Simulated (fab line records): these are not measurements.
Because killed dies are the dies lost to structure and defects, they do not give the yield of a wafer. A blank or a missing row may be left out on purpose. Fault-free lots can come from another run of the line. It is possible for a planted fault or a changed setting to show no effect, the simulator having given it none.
Which of the tools did it? :: flow berkeley_cmos170 :: 21 wafers from 7 lots sampled at 3 of the route's 331 steps

== WHAT EACH GAUGE READ, for each wafer ==
UCB170_M2_CD_MEAS_90: target cd 700 nm.
lot: L776
measured: day 8 23:02
on: cd_sem-02
cd_nm (nm): 690 699 692

lot: L778
measured: day 9 23:02
on: cd_sem-02
cd_nm (nm): 700 701 699

lot: L780
measured: day 10 14:54
on: cd_sem-01
cd_nm (nm): 694 700 697

lot: L786
measured: day 12 05:47
on: cd_sem-02
cd_nm (nm): 695 693 696

lot: L790
measured: day 13 00:56
on: cd_sem-01
cd_nm (nm): - - -

lot: L796
measured: day 14 05:31
on: cd_sem-01
cd_nm (nm): 702 703 704

lot: L798
measured: day 14 03:17
on: cd_sem-02
cd_nm (nm): 693 700 699

== TOOL THAT RAN EACH LOT (tool first, then ch and the chambers of the sampled wafers, then the start) ==
lot: L776
UCB170_M2_METAL_ETCH_18: rie_metal-04 ch 0,1, day 8 22:44
UCB170_M2_STRIP_19: plasma_asher-04 ch 0,1, day 8 22:56

lot: L778
UCB170_M2_METAL_ETCH_18: rie_metal-01 ch 0,1, day 9 22:44
UCB170_M2_STRIP_19: plasma_asher-03 ch 0,1, day 9 22:55

lot: L780
UCB170_M2_METAL_ETCH_18: rie_metal-04 ch 0,1, day 10 14:35
UCB170_M2_STRIP_19: plasma_asher-02 ch 0,1, day 10 14:47

lot: L786
UCB170_M2_METAL_ETCH_18: rie_metal-02 ch 0, day 12 05:19
UCB170_M2_STRIP_19: plasma_asher-02 ch 0,1, day 12 05:41

lot: L790
UCB170_M2_METAL_ETCH_18: rie_metal-01 ch 0,1, day 13 00:38
UCB170_M2_STRIP_19: plasma_asher-04 ch 0,1, day 13 00:49

lot: L796
UCB170_M2_METAL_ETCH_18: rie_metal-01 ch 0,1, day 14 05:14
UCB170_M2_STRIP_19: plasma_asher-03 ch 0,1, day 14 05:25

lot: L798
UCB170_M2_METAL_ETCH_18: rie_metal-04 ch 0,1, day 14 02:59
UCB170_M2_STRIP_19: plasma_asher-04 ch 0,1, day 14 03:11
- UCB170_M2_METAL_ETCH_18: etches Al in Cl2/BCl3, stops on SiO2, target depth 1170 nm, time 195 s.
- UCB170_M2_STRIP_19: strips in O2.

== THE ANSWER, worked out from the rows above alone ==
Rule: usual is defined by the lots themselves. Put in order of their means at a reading, lots are off if they are a third of the lots or fewer, leave a main group of 4 or more, and stand apart from it by a gap of 3 or more times the standard deviation of the main group's means; of several such gaps the widest counts. A main group whose means are all the same, to the digits that the tables above print for the reading, isn't used. Also off: a lot with no number at a reading for which 4 or more lots have one. Where the step has rows for the other lots, those lots are counted as sound.
Off, at UCB170_M2_CD_MEAS_90 on cd_nm: L790. Without a number there: L790. Main group: mean 698 nm, sd 3.1.
If a tool, at a process step before that reading, ran all the lots that are off and no sound lot after the first of them, it fits. The gauges at UCB170_M2_CD_MEAS_90 are tried like those tools. No candidate that was tried fits.

== WHAT HAD BEEN PUT IN BY THE SIMULATOR ==
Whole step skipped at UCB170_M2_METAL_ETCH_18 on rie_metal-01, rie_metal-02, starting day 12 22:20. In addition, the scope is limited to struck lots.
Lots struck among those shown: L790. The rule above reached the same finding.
